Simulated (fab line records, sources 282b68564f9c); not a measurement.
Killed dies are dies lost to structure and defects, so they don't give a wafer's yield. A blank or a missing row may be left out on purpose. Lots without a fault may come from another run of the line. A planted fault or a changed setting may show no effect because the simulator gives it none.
A struck lot beside a sound one | flow rit_cmos | 34 steps out of a route of 202
Sound: wafers L517.2, L517.3, L517.6. Struck: wafers L525.1, L525.3, L525.4. The cause comes at the end.
At each step with rows: each side's tool, then ch and its chambers, then its first start. Under that, the readings that differ: sound wafers | struck wafers | difference of the means | sigmas: that difference in standard deviations of wafers without a fault.
alike: readings whose means differ by less than 2 such deviations, and words and numbers that are the same on both sides. not compared: withheld readings, readings that some wafer has no value for, bounds like >300 that may hide the same value, and numbers for which the record gives no deviation and whose values overlap.
The two part at a step that has a row with sigmas, a row that says differs or no value, or rows on one side only. Numbers that don't overlap but have no deviation are shown without sigmas and don't part them. A reading that every wafer of one side lacks parts them only if that side has two wafers or more.

first, 3 steps without rows for these wafers: RIT_PWELL_EXPOSE_03 (exposes mask M3, target cd 43700 nm); RIT_PWELL_PEB_04; RIT_PWELL_DEVELOP_05 (develop time 68 s).
RIT_PWELL_OVL_MEAS_06:
  sound on overlay-01, day 3 15:32; struck on overlay-02, day 5 06:46
  alike: PWELL_OVL
then, 2 steps without rows for these wafers: RIT_PWELL_HARDBAKE_07 (time 120 s); RIT_PWELL_IMPLANT_08.
RIT_PWELL_STRIP_09: strips in O2, time 180 s.
  sound on plasma_asher-02 ch 0,1, day 3 15:58; struck on plasma_asher-03 ch 0,1, day 5 07:12
  alike: chamber_pressure_mTorr, drypump_motor_current_A
  not compared: rf_hours_counter_h
RIT_PWELL_TW_MEAS_10:
  sound on film_metro-02, day 3 16:08; struck on film_metro-01, day 5 07:23
  alike: PWELL_TW
then, 1 step without rows for these wafers: RIT_WELLDRIVE_ANNEAL_00 (time 14700 s).
RIT_WELLDRIVE_RS_MEAS_01: measures by four-point-probe.
  sound on film_metro-02, day 3 21:27; struck on film_metro-04, day 5 12:32
  alike: NWELL_RS
RIT_WELLDRIVE_RS_MEAS_02: measures by four-point-probe.
  sound on film_metro-02, day 3 21:34; struck on film_metro-04, day 5 12:40
  alike: PWELL_RS
then, 1 step without rows for these wafers: RIT_NRETRO_HMDS_00 (prime time 60 s).
RIT_NRETRO_COAT_01: resist thk 1300 nm.
  sound on litho_track-01 ch 0, day 3 21:50; struck on litho_track-02, day 5 12:56
  no value came back on the struck wafers for chill_plate_temp_C (C), dispense_pressure_kPa (kPa); on the sound wafers chill_plate_temp_C (C) reads 22.96 22.82 23.04
then, 4 steps without rows for these wafers: RIT_NRETRO_SOFTBAKE_02 (time 60 s); RIT_NRETRO_EXPOSE_03 (exposes mask M4, target cd 43900 nm); RIT_NRETRO_PEB_04; RIT_NRETRO_DEVELOP_05 (develop time 68 s).
RIT_NRETRO_OVL_MEAS_06:
  sound on overlay-01, day 3 22:54; struck on overlay-02, day 5 13:40
  reading         | sound          | struck | difference                    | sigmas
  NRETRO_OVL (nm) | -4.2 -2.3 -4.0 | - - -  | no value on the struck wafers |
then, 2 steps without rows for these wafers: RIT_NRETRO_HARDBAKE_07 (time 120 s); RIT_NRETRO_IMPLANT_08.
RIT_NRETRO_STRIP_09: strips in O2, time 180 s.
  sound on plasma_asher-03 ch 0,1, day 3 23:25; struck on plasma_asher-04 ch 0,1, day 5 14:06
  alike: chamber_pressure_mTorr, drypump_motor_current_A
  not compared: rf_hours_counter_h
RIT_NRETRO_TW_MEAS_10:
  sound on film_metro-03, day 3 23:35; struck on film_metro-03, day 5 14:17
  alike: NRETRO_TW
then, 6 steps without rows for these wafers: RIT_PRETRO_HMDS_00 (prime time 60 s); RIT_PRETRO_COAT_01 (resist thk 1300 nm); RIT_PRETRO_SOFTBAKE_02 (time 60 s); RIT_PRETRO_EXPOSE_03 (exposes mask M5, target cd 43700 nm); RIT_PRETRO_PEB_04; RIT_PRETRO_DEVELOP_05 (develop time 68 s).
RIT_PRETRO_OVL_MEAS_06:
  sound on overlay-01, day 4 00:40; struck on overlay-02, day 5 15:14
  alike: PRETRO_OVL
then, 2 steps without rows for these wafers: RIT_PRETRO_HARDBAKE_07 (time 120 s); RIT_PRETRO_IMPLANT_08.
RIT_PRETRO_STRIP_09: strips in O2, time 180 s.
  sound on plasma_asher-02 ch 1, day 4 01:05; struck on plasma_asher-01 ch 0,1, day 5 15:40
  alike: chamber_pressure_mTorr, drypump_motor_current_A
  not compared: rf_hours_counter_h
RIT_PRETRO_TW_MEAS_10:
  sound on film_metro-03, day 4 01:16; struck on film_metro-03, day 5 15:51
  reading   | sound       | struck         | difference | sigmas
  PRETRO_TW | 470 470 470 | 1065 1066 1066 | +596       | +89
then, 1 step without rows for these wafers: RIT_GATE_WET_ETCH_00 (etches SiO2 in BOE, target depth 56 nm, time 60 s).

WHERE THEY PART
First at RIT_NRETRO_COAT_01; last, within this record, at RIT_PRETRO_TW_MEAS_10.

WHY: what the simulator had put in
Skipped step whole: litho_track-02, from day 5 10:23 on, at RIT_NRETRO_COAT_01. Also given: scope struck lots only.
